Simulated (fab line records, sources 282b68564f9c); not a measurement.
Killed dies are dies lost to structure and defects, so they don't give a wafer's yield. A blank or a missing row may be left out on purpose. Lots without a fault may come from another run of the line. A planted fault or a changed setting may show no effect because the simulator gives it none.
A struck lot beside a sound one | flow rit_cmos | 27 steps out of a route of 202
Sound: wafers L494.1, L494.2, L494.4. Struck: wafers L500.1, L500.2, L500.6. The cause comes at the end.
At each step with rows: each side's tool, then ch and its chambers, then its first start. Under that, the readings that differ: sound wafers | struck wafers | difference of the means | sigmas: that difference in standard deviations of wafers without a fault.
alike: readings whose means differ by less than 2 such deviations, and words and numbers that are the same on both sides. not compared: withheld readings, readings that some wafer has no value for, bounds like >300 that may hide the same value, and numbers for which the record gives no deviation and whose values overlap.
The two part at a step that has a row with sigmas, a row that says differs or no value, or rows on one side only. Numbers that don't overlap but have no deviation are shown without sigmas and don't part them. A reading that every wafer of one side lacks parts them only if that side has two wafers or more.

first, 4 steps without rows for these wafers: RIT_CONTACT_SOFTBAKE_04 (time 60 s); RIT_CONTACT_EXPOSE_05 (exposes mask M11, target cd 1000 nm); RIT_CONTACT_PEB_06; RIT_CONTACT_DEVELOP_07 (develop time 123.9 s).
RIT_CONTACT_CD_MEAS_08: target cd 1000 nm.
  sound on cd_sem-01, day 3 07:55; struck on cd_sem-02, day 4 15:15
  alike: cd_nm
RIT_CONTACT_OVL_MEAS_09:
  sound on overlay-02, day 3 08:02; struck on overlay-02, day 4 15:22
  alike: CONTACT_OVL
then, 1 step without rows for these wafers: RIT_CONTACT_HARDBAKE_10 (time 60 s).
RIT_CONTACT_ETCH_11: etches SiO2 in CHF3/CF4/Ar, stops on TiSi2, target depth 480 nm, time 320 s.
  sound on rie_diel-03 ch 1,2,3, day 3 08:14; struck on rie_diel-03 ch 0,2, day 4 15:34
  alike: drypump_motor_current_A, oes_product_au, throttle_valve_pct
  not compared: rf_hours_counter_h
RIT_CONTACT_STRIP_12: strips in O2, time 180 s.
  sound on plasma_asher-04 ch 0,1, day 3 08:25; struck on plasma_asher-01 ch 0,1, day 4 15:45
  alike: drypump_motor_current_A, o2_flow_sccm, rf_refl_power_W
  not compared: rf_hours_counter_h
RIT_CONTACT_CD_MEAS_90: target cd 1000 nm.
  sound on cd_sem-02, day 3 08:36; struck on cd_sem-01, day 4 15:56
  alike: cd_nm
then, 2 steps without rows for these wafers: RIT_CONTACT_CLEAN_13 (cleans in SC1, time 600 s); RIT_CONTACT_CLEAN_14 (cleans in SC2, time 600 s).
RIT_M1_SPUTTER_00: material Al, target thk 400 nm, time 500 s.
  sound on pvd_sputter-04, day 3 09:05; struck on pvd_sputter-04, day 4 16:24
  reading                               | sound             | struck            | difference | sigmas
  model.Al_of_M1_SPUTTER_00.thk_nm (nm) | 393.9 396.8 396.3 | 444.8 446.8 445.7 | +50.1      |
  alike: throttle_valve_pct
RIT_M1_RS_MEAS_01: measures by four-point-probe.
  sound on film_metro-03, day 3 09:23; struck on film_metro-02, day 4 16:41
  reading           | sound                | struck               | difference | sigmas
  M1_AL_RS (ohm/sq) | 0.0744 0.0741 0.0740 | 0.0659 0.0657 0.0658 | -0.0084    | -11
RIT_M1_THK_MEAS_02: measures by xrf.
  sound on film_metro-03, day 3 09:30; struck on film_metro-02, day 4 16:49
  reading        | sound       | struck      | difference | sigmas
  M1_AL_THK (nm) | 389 393 389 | 437 444 443 | +51        | +10
then, 6 steps without rows for these wafers: RIT_M1_HMDS_03 (prime time 60 s); RIT_M1_COAT_04 (resist thk 1300 nm); RIT_M1_SOFTBAKE_05 (time 60 s); RIT_M1_EXPOSE_06 (exposes mask M12, target cd 2600 nm); RIT_M1_PEB_07; RIT_M1_DEVELOP_08 (develop time 68 s).
RIT_M1_CD_MEAS_09: target cd 2600 nm.
  sound on cd_sem-02, day 3 10:34; struck on cd_sem-02, day 4 17:53
  alike: cd_nm
RIT_M1_OVL_MEAS_10:
  sound on overlay-01, day 3 10:41; struck on overlay-01, day 4 18:00
  alike: M1_OVL
then, 1 step without rows for these wafers: RIT_M1_HARDBAKE_11 (time 120 s).
RIT_M1_METAL_ETCH_12: etches Al in Cl2/BCl3, stops on SiO2, time 165 s, target depth 600 nm.
  sound on rie_metal-02 ch 0,1, day 3 11:07; struck on rie_metal-02 ch 0,1, day 4 18:17
  reading               | sound             | struck            | difference | sigmas
  oes_product_au (a.u.) | 0.740 0.757 0.747 | 0.816 0.796 0.808 | +0.059     | +5
  alike: drypump_motor_current_A, mfc_cl2_sccm, throttle_valve_pct
  not compared: rf_hours_counter_h
then, 1 step without rows for these wafers: RIT_M1_STRIP_13 (strips in nmp, time 600 s).
RIT_M1_PROBE_99:
  sound on prober-01, day 3 13:23; struck on prober-01, day 4 20:33
  reading                  | sound                   | struck                  | difference | sigmas
  model.etest.m1.rs_ohm_sq | 0.07392 0.07317 0.07285 | 0.06524 0.06467 0.06508 | -0.00832   |
  alike: defect_limited_yield, killed_at_contacts, killed_at_front_end, killed_dies, killed_open, killed_short, sort_bin_3_pad_short, sort_bin_5_function, sort_bin_6_memory, sort_n_pass, sort_yield_pct

WHERE THEY PART
First at RIT_M1_RS_MEAS_01; last, within this record, at RIT_M1_METAL_ETCH_12. Later steps at which nothing parts them and some readings are alike: RIT_M1_PROBE_99.

WHY: what the simulator had put in
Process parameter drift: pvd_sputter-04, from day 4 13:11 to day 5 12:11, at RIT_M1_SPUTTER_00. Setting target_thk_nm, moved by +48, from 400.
